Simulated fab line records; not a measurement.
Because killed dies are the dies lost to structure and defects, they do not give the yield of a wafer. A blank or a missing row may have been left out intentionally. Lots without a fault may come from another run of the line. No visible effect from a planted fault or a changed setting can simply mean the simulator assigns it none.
Split-lot study || flow berkeley_cmos170 || on a route of 331 steps: 5 lots, 23 wafers read

SPLIT DETAILS
At UCB170_NSD_IMPLANT_08, the setting energy_kev was moved away from the recipe's 40 on 4 of the 23 wafers read, by -5.7% to +3.2%. For the rest of the wafers, this setting stayed at what the recipe calls for.

FROM THE SPLIT TO THE READING: what the file shows between them, 6 steps
- UCB170_NSD_STRIP_09: strips in O2
- UCB170_NSD_TW_MEAS_10
- UCB170_BACKSIDE_STRIP_03: strips in O2 (also split here: power_w)
- UCB170_BACKSIDE_CLEAN_04: cleans in SPM, time 600 s
- UCB170_SDANNEAL_RTA_00: time 9.855 s
- UCB170_SDANNEAL_RTA_01: time 5 s

THE READING
NSD_RS, in ohm/sq, at UCB170_SDANNEAL_RS_MEAS_03 (measures by four-point-probe). Fault-free wafers of this fab line usually give 37.30 ohm/sq, standard deviation 0.068 ohm/sq.

{"wafer": "L078.1", "tool, chamber at the split": "implanter-01, 0", "energy_kev as run": 40, "against the recipe": "recipe", "NSD_RS, ohm/sq": 37.36, "against lot-mates on the recipe": "-"}
{"wafer": "L078.2", "tool, chamber at the split": "implanter-01, 0", "energy_kev as run": 40, "against the recipe": "recipe", "NSD_RS, ohm/sq": 37.39, "against lot-mates on the recipe": "-"}
{"wafer": "L078.4", "tool, chamber at the split": "implanter-01, 0", "energy_kev as run": 40, "against the recipe": "recipe", "NSD_RS, ohm/sq": 37.38, "against lot-mates on the recipe": "-"}
{"wafer": "L078.5", "tool, chamber at the split": "implanter-01, 0", "energy_kev as run": 40, "against the recipe": "recipe", "NSD_RS, ohm/sq": 37.39, "against lot-mates on the recipe": "-"}
{"wafer": "L078.6", "tool, chamber at the split": "implanter-01, 0", "energy_kev as run": 40, "against the recipe": "recipe", "NSD_RS, ohm/sq": 37.38, "against lot-mates on the recipe": "-"}
{"wafer": "L079.1", "tool, chamber at the split": "implanter-03, 0", "energy_kev as run": 40, "against the recipe": "recipe", "NSD_RS, ohm/sq": 37.35, "against lot-mates on the recipe": "-"}
{"wafer": "L079.3", "tool, chamber at the split": "implanter-03, 0", "energy_kev as run": 40, "against the recipe": "recipe", "NSD_RS, ohm/sq": 37.27, "against lot-mates on the recipe": "-"}
{"wafer": "L079.4", "tool, chamber at the split": "implanter-03, 0", "energy_kev as run": 40, "against the recipe": "recipe", "NSD_RS, ohm/sq": 37.28, "against lot-mates on the recipe": "-"}
{"wafer": "L081.1", "tool, chamber at the split": "implanter-03, 0", "energy_kev as run": 40, "against the recipe": "recipe", "NSD_RS, ohm/sq": 37.29, "against lot-mates on the recipe": "-"}
{"wafer": "L081.2", "tool, chamber at the split": "implanter-03, 0", "energy_kev as run": 37.71, "against the recipe": "-5.7%", "NSD_RS, ohm/sq": 37.99, "against lot-mates on the recipe": "+0.68"}
{"wafer": "L081.4", "tool, chamber at the split": "implanter-03, 0", "energy_kev as run": 37.71, "against the recipe": "-5.7%", "NSD_RS, ohm/sq": 38.08, "against lot-mates on the recipe": "+0.77"}
{"wafer": "L081.5", "tool, chamber at the split": "implanter-03, 0", "energy_kev as run": 40, "against the recipe": "recipe", "NSD_RS, ohm/sq": 37.22, "against lot-mates on the recipe": "-"}
{"wafer": "L081.6", "tool, chamber at the split": "implanter-03, 0", "energy_kev as run": 40, "against the recipe": "recipe", "NSD_RS, ohm/sq": 37.41, "against lot-mates on the recipe": "-"}
{"wafer": "L083.1", "tool, chamber at the split": "implanter-01, 0", "energy_kev as run": 40, "against the recipe": "recipe", "NSD_RS, ohm/sq": 37.24, "against lot-mates on the recipe": "-"}
{"wafer": "L083.2", "tool, chamber at the split": "implanter-01, 0", "energy_kev as run": 40, "against the recipe": "recipe", "NSD_RS, ohm/sq": 37.28, "against lot-mates on the recipe": "-"}
{"wafer": "L083.3", "tool, chamber at the split": "implanter-01, 0", "energy_kev as run": 40, "against the recipe": "recipe", "NSD_RS, ohm/sq": 37.22, "against lot-mates on the recipe": "-"}
{"wafer": "L083.4", "tool, chamber at the split": "implanter-01, 0", "energy_kev as run": 40, "against the recipe": "recipe", "NSD_RS, ohm/sq": 37.31, "against lot-mates on the recipe": "-"}
{"wafer": "L083.6", "tool, chamber at the split": "implanter-01, 0", "energy_kev as run": 40, "against the recipe": "recipe", "NSD_RS, ohm/sq": 37.14, "against lot-mates on the recipe": "-"}
{"wafer": "L084.1", "tool, chamber at the split": "implanter-04, 0", "energy_kev as run": 41.3, "against the recipe": "+3.2%", "NSD_RS, ohm/sq": 37.02, "against lot-mates on the recipe": -0.34}
{"wafer": "L084.2", "tool, chamber at the split": "implanter-04, 0", "energy_kev as run": 40, "against the recipe": "recipe", "NSD_RS, ohm/sq": 37.33, "against lot-mates on the recipe": "-"}
{"wafer": "L084.4", "tool, chamber at the split": "implanter-04, 0", "energy_kev as run": 41.3, "against the recipe": "+3.2%", "NSD_RS, ohm/sq": 36.95, "against lot-mates on the recipe": -0.41}
{"wafer": "L084.5", "tool, chamber at the split": "implanter-04, 0", "energy_kev as run": 40, "against the recipe": "recipe", "NSD_RS, ohm/sq": 37.29, "against lot-mates on the recipe": "-"}
{"wafer": "L084.6", "tool, chamber at the split": "implanter-04, 0", "energy_kev as run": 40, "against the recipe": "recipe", "NSD_RS, ohm/sq": 37.46, "against lot-mates on the recipe": "-"}

FIT RESULTS
A straight line over all 23 wafers: NSD_RS changes by -0.119 ohm/sq for each +1% of energy_kev; r = -0.95; the points scatter about the line by 0.078 ohm/sq.
The same after taking each lot's own level away (the mean of its wafers on the recipe; 23 wafers): -0.124 ohm/sq for each +1%; r = -0.98; scatter 0.055 ohm/sq.
According to that fit, moving energy_kev by its largest amount changes the reading by 0.71 ohm/sq.
Measured against the standard deviation above, the lots' own levels, which go from 37.238 to 37.380 ohm/sq, span 2.1 times it.
The two slopes agree, so the slope changes little with the lot-to-lot level.
Check: for one of the wafers moved furthest among these (-5.7%), held out of the fit, the line's prediction against its lot-mates is +0.735 ohm/sq. Against them it came out at +0.683 ohm/sq.

OTHER SPLITS APPLIED TO THESE WAFERS
Other splits were also applied to these wafers ahead of the reading. Each is held against what the fit with the lots' levels taken away leaves over:
{"other split on the same wafers": "UCB170_PFIELD_IMPLANT_07 dose_cm2", "wafers away from the commonest value": 8, "r with NSD_RS (lot level and that fit taken away)": "+0.09"}
{"other split on the same wafers": "UCB170_FIELD_OXIDATION_01 temp_c", "wafers away from the commonest value": 10, "r with NSD_RS (lot level and that fit taken away)": -0.01}
{"other split on the same wafers": "UCB170_NVT_COAT_01 resist_thk_nm", "wafers away from the commonest value": 9, "r with NSD_RS (lot level and that fit taken away)": -0.12}
{"other split on the same wafers": "UCB170_GATE_COAT_07 spin_rpm", "wafers away from the commonest value": 8, "r with NSD_RS (lot level and that fit taken away)": "+0.00"}
{"other split on the same wafers": "UCB170_PLDD_EXPOSE_03 dose_mj", "wafers away from the commonest value": 7, "r with NSD_RS (lot level and that fit taken away)": "+0.07"}
{"other split on the same wafers": "UCB170_PLDD_IMPLANT_09 energy_kev", "wafers away from the commonest value": 8, "r with NSD_RS (lot level and that fit taken away)": "+0.01"}
{"other split on the same wafers": "UCB170_PSD_EXPOSE_03 dose_mj", "wafers away from the commonest value": 6, "r with NSD_RS (lot level and that fit taken away)": -0.06}
{"other split on the same wafers": "UCB170_BACKSIDE_STRIP_03 power_w", "wafers away from the commonest value": 8, "r with NSD_RS (lot level and that fit taken away)": "+0.00"}

THE WHOLE CHAIN: every reading that the file lists as answering this split, in the file's order
{"step": "UCB170_NSD_IMPLANT_08", "what it does": "", "reading": "implant.rp_nm (the simulator's own value, which no gauge read)", "change (the file's fit)": "+0.466 nm for each +1% of the setting", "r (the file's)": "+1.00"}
{"step": "UCB170_NSD_IMPLANT_08", "what it does": "", "reading": "implant.drp_nm (the simulator's own value, which no gauge read)", "change (the file's fit)": "+0.18 nm for each +1% of the setting", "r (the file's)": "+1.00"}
{"step": "UCB170_NSD_STRIP_09", "what it does": "strips in O2", "reading": "strip_time_to_endpoint_s", "change (the file's fit)": "withheld for each +1% of the setting", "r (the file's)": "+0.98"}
{"step": "UCB170_NSD_TW_MEAS_10", "what it does": "", "reading": "NSD_TW", "change (the file's fit)": "+11.1 for each +1% of the setting", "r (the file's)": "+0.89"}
{"step": "UCB170_SDANNEAL_RS_MEAS_03", "what it does": "measures by four-point-probe", "reading": "NSD_RS", "change (the file's fit)": "-0.125 for each +1% of the setting", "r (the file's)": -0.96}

THE FILE'S OWN FIT
NSD_RS changes by -0.125 ohm/sq for each +1% of energy_kev, r = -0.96.
